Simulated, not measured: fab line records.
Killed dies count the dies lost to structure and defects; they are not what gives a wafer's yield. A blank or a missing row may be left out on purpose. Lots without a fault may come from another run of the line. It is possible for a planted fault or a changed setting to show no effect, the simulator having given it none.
fab line records -- flow rit_cmos
record lots=14, wafers=42, last_day=7
route steps=202 shown NLDD@109 CONTACT@181 M1@196
lots that met no fault: taken from a fault-free run of the same line
start_h: hours from the record's first day to the start of the lot's first wafer shown -- wait_h: hours elapsed since this lot's preceding step -- " identical to the entry in the row above -- L1.1+2: a single row standing in for several wafers -- - no value, or no start given -- * or withheld: withheld -- < > ~ a bound
route shown NAME@n: names a module that has steps shown in the file, with the first one's number in the route -- usual: mean and standard deviation over wafers with no fault -- same: alike in all rows -- chamber/n: place in a boat -- sites: the reading at each site -- _std_site: how widely they spread, as a standard deviation -- _edge_site: mean of outer sites minus mean of inner sites -- radius_mm: how far each site lies from the wafer's centre -- mask NAME#n: copy n -- behind: tool/chamber where the wafer was last shaped -- hold: cause of the lot's hold/its duration in hours/its outcome -- device: the n, p or np transistor that did not switch -- end of line: tests run on the same wafers once the route is complete -- where a step has no rows: the recipe by itself -- killed: count of dies lost to structure and defects at first sort (not the wafer's yield) -- map: a wafer's dies, x killed, . not, _ none there
set.NAME: the setting the step ran with; set.NAME@STEP: the setting that earlier step ran with -- model.NAME: the simulator's own value behind a step, which no gauge read
a sample of lots followed through the steps of the route, with each step as a table and each wafer as a row
services: a tool's chamber out of use, with start hour (start_h, from the record's first day; less than 0 if before it), hours out, and reason
## steps
# step RIT_NLDD_OVL_MEAS_06
# usual NLDD_OVL=-0.4/1.3
lot.wafer,tool,chamber,start_h,wait_h,NLDD_OVL[nm]
L408.1,overlay-02,-,40.96,-,-1.8
L408.2,overlay-02,-,40.96,-,-1.6
L408.5,overlay-02,-,40.96,-,-1.9
L409.2,overlay-02,-,47.26,-,-0.5
L409.5,overlay-02,-,47.26,-,0.3
L409.6,overlay-02,-,47.26,-,-0.4
L411.1,overlay-01,-,57.87,-,1.0
L411.5,overlay-01,-,57.87,-,1.4
L411.6,overlay-01,-,57.87,-,-0.1
L412.2,overlay-01,-,62.06,-,-0.9
L412.5,overlay-01,-,62.06,-,-1.8
L412.6,overlay-01,-,62.06,-,-1.1
L413.1,overlay-02,-,67.20,-,-0.2
L413.2,overlay-02,-,67.20,-,0.8
L413.4,overlay-02,-,67.20,-,0.9
L418.1,overlay-02,-,92.08,-,1.6
L418.4,overlay-02,-,92.08,-,1.1
L418.6,overlay-02,-,92.08,-,1.7
L422.2,overlay-02,-,114.12,-,-0.6
L422.3,overlay-02,-,114.12,-,0.3
L422.4,overlay-02,-,114.12,-,0.2
L424.1,overlay-02,-,127.04,-,0.7
L424.2,overlay-02,-,127.04,-,1.3
L424.5,overlay-02,-,127.04,-,-1.2
L426.1,overlay-02,-,136.58,-,-0.1
L426.2,overlay-02,-,136.58,-,-1.1
L426.6,overlay-02,-,136.58,-,-0.5
L427.1,overlay-02,-,138.37,-,-1.8
L427.3,overlay-02,-,138.37,-,-0.3
L427.5,overlay-02,-,138.37,-,0.3
L428.1,overlay-02,-,144.78,-,0.3
L428.2,overlay-02,-,144.78,-,0.1
L428.3,overlay-02,-,144.78,-,0.4
L429.4,overlay-02,-,147.32,-,1.5
L429.5,overlay-02,-,147.32,-,1.4
L429.6,overlay-02,-,147.32,-,1.5
L430.2,overlay-01,-,151.42,-,0.9
L430.3,overlay-01,-,151.42,-,-0.1
L430.4,overlay-01,-,151.42,-,-1.2
L431.1,overlay-02,-,157.55,-,-1.0
L431.5,overlay-02,-,157.55,-,0.5
L431.6,overlay-02,-,157.55,-,0.3
# step RIT_CONTACT_CD_MEAS_90
# recipe target_cd_nm=1000
# usual cd_nm=1000.3/1.9
lot.wafer,tool,chamber,start_h,wait_h,cd_nm
L408.1,cd_sem-02,-,52.67,0.1,1000.5
L408.2,cd_sem-02,-,52.67,0.1,1000.5
L408.5,cd_sem-02,-,52.67,0.1,999.4
L409.2,cd_sem-02,-,58.93,0.1,1001.9
L409.5,cd_sem-02,-,58.93,0.1,1003.0
L409.6,cd_sem-02,-,58.93,0.1,1004.4
L411.1,cd_sem-01,-,68.95,0.1,1002.4
L411.5,cd_sem-01,-,68.95,0.1,1000.6
L411.6,cd_sem-01,-,68.95,0.1,1000.9
L412.2,cd_sem-02,-,73.11,0.1,1003.5
L412.5,cd_sem-02,-,73.11,0.1,1004.1
L412.6,cd_sem-02,-,73.11,0.1,1001.9
L413.1,cd_sem-02,-,78.02,0.1,1001.6
L413.2,cd_sem-02,-,78.02,0.1,1001.5
L413.4,cd_sem-02,-,78.02,0.1,1000.7
L418.1,cd_sem-02,-,103.26,0.1,996.6
L418.4,cd_sem-02,-,103.26,0.1,999.8
L418.6,cd_sem-02,-,103.26,0.1,996.1
L422.2,cd_sem-01,-,125.70,0.1,1002.0
L422.3,cd_sem-01,-,125.70,0.1,998.1
L422.4,cd_sem-01,-,125.70,0.1,1000.7
L424.1,cd_sem-02,-,138.07,0.1,998.9
L424.2,cd_sem-02,-,138.07,0.1,1000.8
L424.5,cd_sem-02,-,138.07,0.1,1001.6
L426.1,cd_sem-02,-,147.79,0.1,1002.0
L426.2,cd_sem-02,-,147.79,0.1,1001.7
L426.6,cd_sem-02,-,147.79,0.1,1001.8
L427.1,cd_sem-02,-,150.05,0.1,1001.7
L427.3,cd_sem-02,-,150.05,0.1,1003.5
L427.5,cd_sem-02,-,150.05,0.1,1002.4
L428.1,cd_sem-02,-,157.37,0.1,1002.0
L428.2,cd_sem-02,-,157.37,0.1,999.8
L428.3,cd_sem-02,-,157.37,0.1,1001.7
L429.4,cd_sem-02,-,160.16,0.1,1000.0
L429.5,cd_sem-02,-,160.16,0.1,999.5
L429.6,cd_sem-02,-,160.16,0.1,1000.7
L430.2,cd_sem-02,-,163.38,0.1,999.8
L430.3,cd_sem-02,-,163.38,0.1,998.8
L430.4,cd_sem-02,-,163.38,0.1,1000.8
L431.1,cd_sem-02,-,169.32,0.1,1001.9
L431.5,cd_sem-02,-,169.32,0.1,1001.2
L431.6,cd_sem-02,-,169.32,0.1,1001.0
# step RIT_M1_METAL_ETCH_12
# recipe stop_on=SiO2, chemistry=Cl2/BCl3, target=Al, time_s=165, over_etch_frac=0.5, pressure_mtorr=100, target_depth_a=6000, rf_w=246.2, Cl2_flow_sccm=60, bcl3_flow_sccm=50
# usual bcl3_flow_sccm=50.00/0.15, chamber_pressure_mTorr=100.00/0.081, drypump_motor_current_A=5.4/0.49, oes_product_au=0.773/0.012, throttle_valve_pct=8.24/0.18
lot.wafer,tool,chamber,start_h,wait_h,bcl3_flow_sccm,chamber_pressure_mTorr,drypump_motor_current_A,oes_product_au,rf_hours_counter_h,throttle_valve_pct
L408.1,rie_metal-03,0,55.33,0.2,49.93,100.05,5.8,0.775,2,8.02
L408.2,rie_metal-03,0,55.33,0.2,49.78,99.95,5.8,0.788,-,8.01
L408.5,rie_metal-03,0,55.33,0.2,50.06,100.04,5.8,0.776,-,8.01
L409.2,rie_metal-02,1,61.48,0.2,50.00,99.84,5.9,0.757,1,8.41
L409.5,rie_metal-02,0,61.48,0.2,49.79,100.05,4.8,0.765,-,8.06
L409.6,rie_metal-02,1,61.48,0.2,50.24,100.07,5.9,0.758,-,8.39
L411.1,rie_metal-03,1,71.31,0.2,49.98,100.04,4.9,0.758,2,8.49
L411.5,rie_metal-03,1,71.31,0.2,49.87,99.97,4.9,0.768,-,8.48
L411.6,rie_metal-03,0,71.31,0.2,49.98,99.95,5.8,0.773,-,8.00
L412.2,rie_metal-02,1,75.53,0.2,-,-,-,-,-,-
L412.5,rie_metal-02,0,75.53,0.2,-,-,-,-,-,-
L412.6,rie_metal-02,1,75.53,0.2,-,-,-,-,-,-
L413.1,rie_metal-01,0,80.47,0.2,-,-,-,-,-,-
L413.2,rie_metal-01,1,80.47,0.2,-,-,-,-,-,-
L413.4,rie_metal-01,0,80.47,0.2,-,-,-,-,-,-
L418.1,rie_metal-02,1,105.50,0.2,49.71,100.06,5.9,0.755,1,8.38
L418.4,rie_metal-02,1,105.50,0.2,50.00,99.93,5.9,0.754,-,8.39
L418.6,rie_metal-02,1,105.50,0.2,50.03,99.96,5.9,0.756,-,8.38
L422.2,rie_metal-01,1,127.92,0.2,49.87,99.97,5.0,0.786,39,8.26
L422.3,rie_metal-01,1,127.92,0.2,49.79,100.02,5.0,0.791,-,8.26
L422.4,rie_metal-01,0,127.92,0.2,49.82,100.08,6.1,0.788,-,8.30
L424.1,rie_metal-02,0,140.64,0.2,49.99,99.97,4.8,0.767,1,8.06
L424.2,rie_metal-02,1,140.64,0.2,49.74,99.88,5.9,0.764,1,8.39
L424.5,rie_metal-02,0,140.64,0.2,50.05,99.89,4.8,0.773,-,8.04
L426.1,rie_metal-02,0,150.32,0.2,49.70,99.94,4.8,0.773,2,8.06
L426.2,rie_metal-02,1,150.32,0.2,50.03,100.02,5.9,0.746,2,8.39
L426.6,rie_metal-02,1,150.32,0.2,49.88,100.04,5.9,0.761,-,8.40
L427.1,rie_metal-03,1,152.41,0.2,50.04,99.94,4.9,0.772,3,8.50
L427.3,rie_metal-03,1,152.41,0.2,50.18,100.06,4.9,0.765,-,8.49
L427.5,rie_metal-03,1,152.41,0.2,50.13,100.05,4.9,0.757,-,8.49
L428.1,rie_metal-01,1,159.95,0.2,50.42,99.93,5.0,0.759,0,8.25
L428.2,rie_metal-01,0,159.95,0.2,50.00,100.02,6.0,0.781,0,8.29
L428.3,rie_metal-01,1,159.95,0.2,50.10,99.93,5.0,0.755,-,8.26
L429.4,rie_metal-02,0,162.39,0.1,49.98,99.99,4.8,0.769,-,8.05
L429.5,rie_metal-02,0,162.39,0.1,49.93,99.99,4.8,0.776,-,8.05
L429.6,rie_metal-02,1,162.39,0.1,50.20,100.05,5.9,0.767,-,8.37
L430.2,rie_metal-03,0,165.88,0.2,49.96,99.80,5.8,0.782,4,8.02
L430.3,rie_metal-03,1,165.88,0.2,50.05,100.03,5.0,0.774,-,8.48
L430.4,rie_metal-03,0,165.88,0.2,49.93,100.05,5.8,0.782,-,7.99
L431.1,rie_metal-01,1,171.79,0.2,49.84,100.06,5.0,0.771,0,8.25
L431.5,rie_metal-01,1,171.79,0.2,50.04,99.93,5.0,0.767,-,8.22
L431.6,rie_metal-01,0,171.79,0.2,49.78,100.10,6.1,0.762,-,8.29
# step RIT_M1_STRIP_14
# recipe chemistry=O2, time_s=180, platen_temp_c=withheld, power_w=500, pressure_mtorr=4000, o2_flow_sccm=4000
# usual drypump_motor_current_A=6.0/0.64
lot.wafer,tool,chamber,start_h,wait_h,drypump_motor_current_A,rf_hours_counter_h
L408.1,plasma_asher-01,1,56.03,0.0,5.6,43
L408.2,plasma_asher-01,0,56.03,0.0,6.8,43
L408.5,plasma_asher-01,0,56.03,0.0,6.8,-
L409.2,plasma_asher-02,1,61.82,0.0,6.6,26
L409.5,plasma_asher-02,0,61.82,0.0,6.1,-
L409.6,plasma_asher-02,1,61.82,0.0,6.6,-
L411.1,plasma_asher-03,1,71.64,0.0,4.8,41
L411.5,plasma_asher-03,0,71.64,0.0,6.1,-
L411.6,plasma_asher-03,1,71.64,0.0,4.8,-
L412.2,plasma_asher-03,1,76.04,0.0,4.9,42
L412.5,plasma_asher-03,1,76.04,0.0,4.9,-
L412.6,plasma_asher-03,0,76.04,0.0,6.2,-
L413.1,plasma_asher-03,0,80.82,0.0,6.2,42
L413.2,plasma_asher-03,1,80.82,0.0,4.9,42
L413.4,plasma_asher-03,0,80.82,0.0,6.2,-
L418.1,plasma_asher-03,0,105.83,0.0,6.2,45
L418.4,plasma_asher-03,0,105.83,0.0,6.2,-
L418.6,plasma_asher-03,1,105.83,0.0,4.9,-
L422.2,plasma_asher-01,0,128.47,0.0,6.8,49
L422.3,plasma_asher-01,1,128.47,0.0,5.7,-
L422.4,plasma_asher-01,0,128.47,0.0,6.8,-
L424.1,plasma_asher-01,0,140.98,0.0,6.8,50
L424.2,plasma_asher-01,1,140.98,0.0,5.6,50
L424.5,plasma_asher-01,1,140.98,0.0,5.6,-
L426.1,plasma_asher-01,0,150.66,0.0,6.7,51
L426.2,plasma_asher-01,1,150.66,0.0,5.6,51
L426.6,plasma_asher-01,0,150.66,0.0,6.8,-
L427.1,plasma_asher-02,1,152.74,0.0,6.6,36
L427.3,plasma_asher-02,1,152.74,0.0,6.6,-
L427.5,plasma_asher-02,1,152.74,0.0,6.6,-
L428.1,plasma_asher-03,0,160.29,0.0,6.2,51
L428.2,plasma_asher-03,1,160.29,0.0,4.8,51
L428.3,plasma_asher-03,0,160.29,0.0,6.2,-
L429.4,plasma_asher-01,1,162.90,0.1,5.6,-
L429.5,plasma_asher-01,0,162.90,0.1,6.8,-
L429.6,plasma_asher-01,1,162.90,0.1,5.6,-
L430.2,plasma_asher-02,1,166.23,0.0,6.6,37
L430.3,plasma_asher-02,0,166.23,0.0,6.1,-
L430.4,plasma_asher-02,1,166.23,0.0,6.6,-
L431.1,plasma_asher-01,1,172.13,0.0,5.6,54
L431.5,plasma_asher-01,0,172.13,0.0,6.8,-
L431.6,plasma_asher-01,1,172.13,0.0,5.6,-
# step RIT_M1_CD_MEAS_90
# recipe target_cd_nm=2600
# usual cd_nm=2602/3.4
lot.wafer,tool,chamber,start_h,wait_h,cd_nm
L408.1,cd_sem-01,-,56.21,0.1,2596
L408.2,cd_sem-01,-,56.21,0.1,2600
L408.5,cd_sem-01,-,56.21,0.1,2598
L409.2,cd_sem-02,-,62.02,0.1,2602
L409.5,cd_sem-02,-,62.02,0.1,2597
L409.6,cd_sem-02,-,62.02,0.1,2600
L411.1,cd_sem-02,-,71.82,0.1,2602
L411.5,cd_sem-02,-,71.82,0.1,2600
L411.6,cd_sem-02,-,71.82,0.1,2601
L412.2,cd_sem-01,-,76.24,0.1,-
L412.5,cd_sem-01,-,76.24,0.1,-
L412.6,cd_sem-01,-,76.24,0.1,-
L413.1,cd_sem-02,-,81.00,0.1,-
L413.2,cd_sem-02,-,81.00,0.1,-
L413.4,cd_sem-02,-,81.00,0.1,-
L418.1,cd_sem-02,-,106.01,0.1,2604
L418.4,cd_sem-02,-,106.01,0.1,2601
L418.6,cd_sem-02,-,106.01,0.1,2603
L422.2,cd_sem-02,-,128.66,0.1,2606
L422.3,cd_sem-02,-,128.66,0.1,2603
L422.4,cd_sem-02,-,128.66,0.1,2606
L424.1,cd_sem-02,-,141.15,0.1,2598
L424.2,cd_sem-02,-,141.15,0.1,2601
L424.5,cd_sem-02,-,141.15,0.1,2599
L426.1,cd_sem-02,-,150.83,0.1,2598
L426.2,cd_sem-02,-,150.83,0.1,2603
L426.6,cd_sem-02,-,150.83,0.1,2604
L427.1,cd_sem-02,-,152.92,0.1,2599
L427.3,cd_sem-02,-,152.92,0.1,2598
L427.5,cd_sem-02,-,152.92,0.1,2598
L428.1,cd_sem-02,-,160.46,0.1,2605
L428.2,cd_sem-02,-,160.46,0.1,2605
L428.3,cd_sem-02,-,160.46,0.1,2603
L429.4,cd_sem-02,-,163.08,0.1,2601
L429.5,cd_sem-02,-,163.08,0.1,2603
L429.6,cd_sem-02,-,163.08,0.1,2606
L430.2,cd_sem-02,-,166.42,0.1,2604
L430.3,cd_sem-02,-,166.42,0.1,2602
L430.4,cd_sem-02,-,166.42,0.1,2604
L431.1,cd_sem-02,-,172.30,0.1,2601
L431.5,cd_sem-02,-,172.30,0.1,2601
L431.6,cd_sem-02,-,172.30,0.1,2606
# step RIT_M1_PROBE_99
# usual defect_limited_yield=97.3/1.2, killed_at_M0_to_M3=0.1/0.34, killed_at_contacts=0.1/0.26, killed_at_front_end=7/3.1, killed_dies=7/3.1, killed_on_rim=1.9/1.5, killed_open=3.5/1.9, killed_short=3.4/2.1
# same gross_dies=264, killed_at_M4_up=0, killed_at_back_side=0, killed_at_other=0
lot.wafer,tool,chamber,start_h,wait_h,defect_limited_yield[%],killed_at_M0_to_M3,killed_at_contacts,killed_at_front_end,killed_dies,killed_on_rim,killed_open,killed_short
L408.1,prober-01,-,58.45,0.1,97.7,0,0,6,6,0,4,2
L408.2,prober-01,-,58.50,0.1,97.3,0,0,7,7,2,2,5
L408.5,prober-01,-,58.65,0.2,97.3,0,0,7,7,2,4,3
L409.2,prober-01,-,63.79,0.1,95.5,2,0,10,12,5,4,6
L409.5,prober-01,-,63.94,0.2,97.3,0,0,7,7,2,3,4
L409.6,prober-01,-,63.99,0.2,98.1,3,0,2,5,0,1,1
L411.1,prober-01,-,74.27,0.1,97.7,0,0,6,6,1,2,4
L411.5,prober-01,-,74.47,0.2,98.1,0,0,5,5,2,4,1
L411.6,prober-01,-,74.52,0.2,97.0,0,0,8,8,6,2,6
L412.2,prober-02,-,78.01,0.1,0,260,0,4,264,70,2,2
L412.5,prober-02,-,78.16,0.2,0,257,0,7,264,70,6,1
L412.6,prober-02,-,78.21,0.2,0,257,0,7,264,70,5,2
L413.1,prober-01,-,83.67,0.1,0,261,0,3,264,70,1,2
L413.2,prober-01,-,83.72,0.1,0,259,0,5,264,70,2,3
L413.4,prober-01,-,83.82,0.2,0,259,0,5,264,70,3,2
L418.1,prober-02,-,107.92,0.1,98.9,0,0,3,3,0,1,2
L418.4,prober-02,-,108.07,0.2,97.3,0,0,7,7,2,3,4
L418.6,prober-02,-,108.17,0.2,97.7,0,0,6,6,1,3,3
L422.2,prober-02,-,130.43,0.1,97.3,0,0,7,7,2,2,5
L422.3,prober-02,-,130.48,0.2,96.2,0,0,10,10,2,4,5
L422.4,prober-02,-,130.53,0.2,97.7,0,0,6,6,4,1,4
L424.1,prober-02,-,142.89,0.1,97.7,0,0,6,6,2,3,3
L424.2,prober-02,-,142.94,0.1,98.9,0,0,3,3,1,1,2
L424.5,prober-02,-,143.09,0.2,94.3,0,0,15,15,4,8,7
L426.1,prober-02,-,152.57,0.1,96.6,0,0,9,9,2,4,5
L426.2,prober-02,-,152.62,0.1,97.7,0,0,6,6,1,3,3
L426.6,prober-02,-,152.82,0.2,98.1,0,0,5,5,3,4,1
L427.1,prober-01,-,154.66,0.1,97.0,0,1,7,8,0,5,3
L427.3,prober-01,-,154.76,0.2,96.6,0,1,8,9,4,3,6
L427.5,prober-01,-,154.86,0.2,97.0,0,0,8,8,3,3,5
L428.1,prober-02,-,162.20,0.1,96.6,0,0,9,9,2,6,3
L428.2,prober-02,-,162.25,0.1,97.0,0,2,6,8,5,4,4
L428.3,prober-02,-,162.30,0.2,96.2,0,0,10,10,3,6,4
L429.4,prober-01,-,164.91,0.2,99.2,0,0,2,2,0,1,1
L429.5,prober-01,-,164.96,0.2,96.2,0,0,10,10,2,7,3
L429.6,prober-01,-,165.01,0.2,98.1,0,0,5,5,1,2,3
L430.2,prober-02,-,168.36,0.1,98.5,0,0,4,4,1,3,1
L430.3,prober-02,-,168.41,0.2,97.7,0,0,6,6,1,3,3
L430.4,prober-02,-,168.46,0.2,97.3,0,0,7,7,0,4,3
L431.1,prober-01,-,174.25,0.1,98.1,0,0,5,5,2,3,2
L431.5,prober-01,-,174.45,0.2,97.7,0,0,6,6,2,3,3
L431.6,prober-01,-,174.50,0.2,97.3,0,0,7,7,0,4,3
# killed by level:class
L408.1 FOX1:geometric_particle:open=2 REOX:geometric_particle:short=2 FOX2:geometric_particle:open=1 REOX:geometric_particle:open=1
L408.2 SPACER:geometric_particle:short=3 GATE:geometric_particle:short=2 GATE:geometric_particle:open=1 SPACER:geometric_particle:open=1
L408.5 SPACER:geometric_particle:open=2 FOX1:geometric_particle:short=1 GATE:geometric_particle:open=1 GATE:geometric_particle:short=1 REOX:geometric_particle:open=1 SPACER:geometric_particle:short=1
L409.2 GATE:geometric_particle:short=3 FOX1:geometric_particle:open=2 SPACER:geometric_particle:open=2 SILICIDE:geometric_particle:short=2 M1:coat_microbubble_printed=2 REOX:geometric_particle:short=1
L409.5 SPACER:geometric_particle:open=2 FOX1:geometric_particle:short=1 FOX2:geometric_particle:open=1 FOX2:geometric_particle:short=1 GATE:geometric_particle:short=1 SILICIDE:geometric_particle:short=1
L409.6 M1:coat_microbubble_printed=3 GATE:geometric_particle:short=1 SILICIDE:geometric_particle:open=1
L411.1 FOX1:geometric_particle:short=1 FOX2:geometric_particle:short=1 GATE:geometric_particle:short=1 REOX:geometric_particle:open=1 SPACER:geometric_particle:open=1 SPACER:geometric_particle:short=1
L411.5 SILICIDE:geometric_particle:open=2 FOX2:geometric_particle:short=1 GATE:geometric_particle:open=1 SPACER:geometric_particle:open=1
L411.6 GATE:geometric_particle:short=3 FOX2:geometric_particle:open=1 FOX2:geometric_particle:short=1 REOX:geometric_particle:short=1 SPACER:geometric_particle:open=1 SPACER:geometric_particle:short=1
L412.2 M1:area_etch=260 GATE:geometric_particle:open=2 GATE:geometric_particle:short=1 SPACER:geometric_particle:short=1
L412.5 M1:area_etch=257 FOX2:geometric_particle:open=2 FOX1:geometric_particle:open=1 GATE:geometric_particle:short=1 REOX:geometric_particle:open=1 SPACER:geometric_particle:open=1 SILICIDE:geometric_particle:open=1
L412.6 M1:area_etch=257 FOX2:geometric_particle:open=2 FOX1:geometric_particle:short=1 FOX1:geometric_particle:open=1 FOX2:geometric_particle:short=1 SILICIDE:geometric_particle:open=1 STARTING-WAFER:geometric_particle:open=1
L413.1 M1:area_etch=261 FOX1:geometric_particle:short=1 FOX2:geometric_particle:open=1 GATE:geometric_particle:short=1
L413.2 M1:area_etch=259 GATE:geometric_particle:short=2 REOX:geometric_particle:open=1 SPACER:geometric_particle:short=1 SILICIDE:geometric_particle:open=1
L413.4 M1:area_etch=259 GATE:geometric_particle:short=1 GATE:geometric_particle:open=1 REOX:geometric_particle:short=1 REOX:geometric_particle:open=1 SPACER:geometric_particle:open=1
L418.1 FOX1:geometric_particle:short=1 GATE:geometric_particle:open=1 SPACER:geometric_particle:short=1
L418.4 REOX:geometric_particle:short=2 FOX1:geometric_particle:short=1 FOX2:geometric_particle:open=1 GATE:geometric_particle:open=1 SPACER:geometric_particle:short=1 SILICIDE:geometric_particle:open=1
L418.6 GATE:geometric_particle:short=2 SPACER:geometric_particle:open=2 GATE:geometric_particle:open=1 SPACER:geometric_particle:short=1
L422.2 SPACER:geometric_particle:short=2 FOX1:geometric_particle:short=1 GATE:geometric_particle:short=1 SPACER:geometric_particle:open=1 SILICIDE:geometric_particle:short=1 SILICIDE:geometric_particle:open=1
L422.3 GATE:geometric_particle:open=2 SILICIDE:geometric_particle:short=2 FOX1:geometric_particle:short=1 FOX2:geometric_particle:open=1 GATE:geometric_particle:short=1 SPACER:geometric_particle:short=1 SILICIDE:geometric_particle:open=1 GATE:coat_microbubble_printed=1
L422.4 FOX1:geometric_particle:short=1 FOX2:geometric_particle:short=1 GATE:geometric_particle:short=1 GATE:geometric_particle:open=1 SPACER:geometric_particle:short=1 GATE:coat_microbubble_printed=1
L424.1 GATE:geometric_particle:short=2 GATE:geometric_particle:open=1 REOX:geometric_particle:short=1 REOX:geometric_particle:open=1 SPACER:geometric_particle:open=1
L424.2 FOX1:geometric_particle:open=1 FOX2:geometric_particle:short=1 GATE:geometric_particle:short=1
L424.5 GATE:geometric_particle:open=5 GATE:geometric_particle:short=3 SILICIDE:geometric_particle:short=3 FOX2:geometric_particle:open=1 REOX:geometric_particle:short=1 REOX:geometric_particle:open=1 SILICIDE:geometric_particle:open=1
L426.1 FOX1:geometric_particle:short=1 FOX2:geometric_particle:short=1 FOX2:geometric_particle:open=1 GATE:geometric_particle:open=1 REOX:geometric_particle:open=1 REOX:geometric_particle:short=1 SPACER:geometric_particle:short=1 SPACER:geometric_particle:open=1
L426.2 GATE:geometric_particle:short=2 FOX2:geometric_particle:open=1 FOX2:geometric_particle:short=1 GATE:geometric_particle:open=1 SPACER:geometric_particle:open=1
L426.6 FOX1:geometric_particle:open=1 GATE:geometric_particle:open=1 REOX:geometric_particle:open=1 SPACER:geometric_particle:short=1 SILICIDE:geometric_particle:open=1
L427.1 FOX1:geometric_particle:open=2 GATE:geometric_particle:short=2 FOX1:geometric_particle:short=1 GATE:geometric_particle:open=1 REOX:geometric_particle:open=1 CONTACT:geometric_particle:open=1
L427.3 GATE:geometric_particle:short=3 FOX1:geometric_particle:short=2 FOX2:geometric_particle:short=1 GATE:geometric_particle:open=1 REOX:geometric_particle:open=1 CONTACT:geometric_particle:open=1
L427.5 GATE:geometric_particle:short=3 FOX1:geometric_particle:open=2 FOX1:geometric_particle:short=1 GATE:geometric_particle:open=1 SPACER:geometric_particle:short=1
L428.1 GATE:geometric_particle:open=3 SPACER:geometric_particle:open=2 FOX1:geometric_particle:short=1 FOX2:geometric_particle:open=1 GATE:geometric_particle:short=1 REOX:geometric_particle:short=1
L428.2 GATE:geometric_particle:open=3 FOX1:geometric_particle:short=1 GATE:geometric_particle:short=1 SILICIDE:geometric_particle:short=1 CONTACT:geometric_particle:short=1 CONTACT:geometric_particle:open=1
L428.3 GATE:geometric_particle:short=4 FOX1:geometric_particle:open=2 GATE:geometric_particle:open=2 REOX:geometric_particle:open=1 SPACER:geometric_particle:open=1
L429.4 GATE:geometric_particle:short=1 GATE:geometric_particle:open=1
L429.5 REOX:geometric_particle:open=3 GATE:geometric_particle:open=2 FOX1:geometric_particle:open=1 FOX2:geometric_particle:short=1 SPACER:geometric_particle:open=1 SPACER:geometric_particle:short=1 SILICIDE:geometric_particle:short=1
L429.6 FOX1:geometric_particle:short=1 GATE:geometric_particle:open=1 REOX:geometric_particle:short=1 SPACER:geometric_particle:open=1 SILICIDE:geometric_particle:short=1
L430.2 GATE:geometric_particle:open=3 GATE:geometric_particle:short=1
L430.3 GATE:geometric_particle:short=2 SPACER:geometric_particle:open=2 REOX:geometric_particle:open=1 SILICIDE:geometric_particle:short=1
L430.4 GATE:geometric_particle:short=2 SPACER:geometric_particle:open=2 REOX:geometric_particle:short=1 REOX:geometric_particle:open=1 SILICIDE:geometric_particle:open=1
L431.1 GATE:geometric_particle:short=2 GATE:geometric_particle:open=2 SPACER:geometric_particle:open=1
L431.5 FOX1:geometric_particle:short=1 FOX1:geometric_particle:open=1 FOX2:geometric_particle:short=1 GATE:geometric_particle:open=1 SPACER:geometric_particle:open=1 SILICIDE:geometric_particle:short=1
L431.6 FOX1:geometric_particle:open=2 FOX1:geometric_particle:short=1 GATE:geometric_particle:short=1 REOX:geometric_particle:open=1 REOX:geometric_particle:short=1 SILICIDE:geometric_particle:open=1
## services
tool,chamber,start_h,hours,kind
plasma_asher-02,-,38.91,14.6,pm
rie_metal-03,1,51.20,18.5,repair
plasma_asher-01,-,59.59,11.9,repair
rie_metal-01,-,97.12,1.4,pm
rie_metal-01,-,104.26,0.2,repair
rie_metal-03,-,105.44,2.8,pm
rie_metal-01,-,136.12,20.0,pm
rie_metal-01,0,136.12,20.0,vent_cycle
rie_metal-01,1,136.12,20.0,vent_cycle
rie_metal-01,0,156.12,-,clean
rie_metal-01,1,156.12,-,clean
plasma_asher-03,-,160.65,8.0,repair
## key
first_sign step=RIT_M1_METAL_ETCH_12, reading=tool_record, direction=missing
effect step=RIT_M1_CD_MEAS_90, reading=cd_nm, direction=missing
effect step=RIT_M1_PROBE_99, reading=killed_at_M0_to_M3, direction=up, sigmas=99+, usual=0.1, struck=258.8
more_kills_born_at RIT_M1_METAL_ETCH_12@rie_metal-01=779, RIT_M1_METAL_ETCH_12@rie_metal-02=774
met_at RIT_M1_METAL_ETCH_12
struck_lots L412,L413
later_rows_left_out L412.2,L412.5,L412.6,L413.1,L413.2,L413.4
not_acting_at RIT_NLDD_OVL_MEAS_06,RIT_CONTACT_CD_MEAS_90,RIT_M1_STRIP_14
onset_between 61.48 75.53
fault kind=skipped_step_whole, tool=rie_metal-01,rie_metal-02, chamber=-, onset_h=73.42, steps=RIT_M1_METAL_ETCH_12, scope=struck_lots_only
# later_rows_left_out: the simulator's readings of these wafers behind a module that went badly wrong aren't trusted and aren't shown, but for the sort
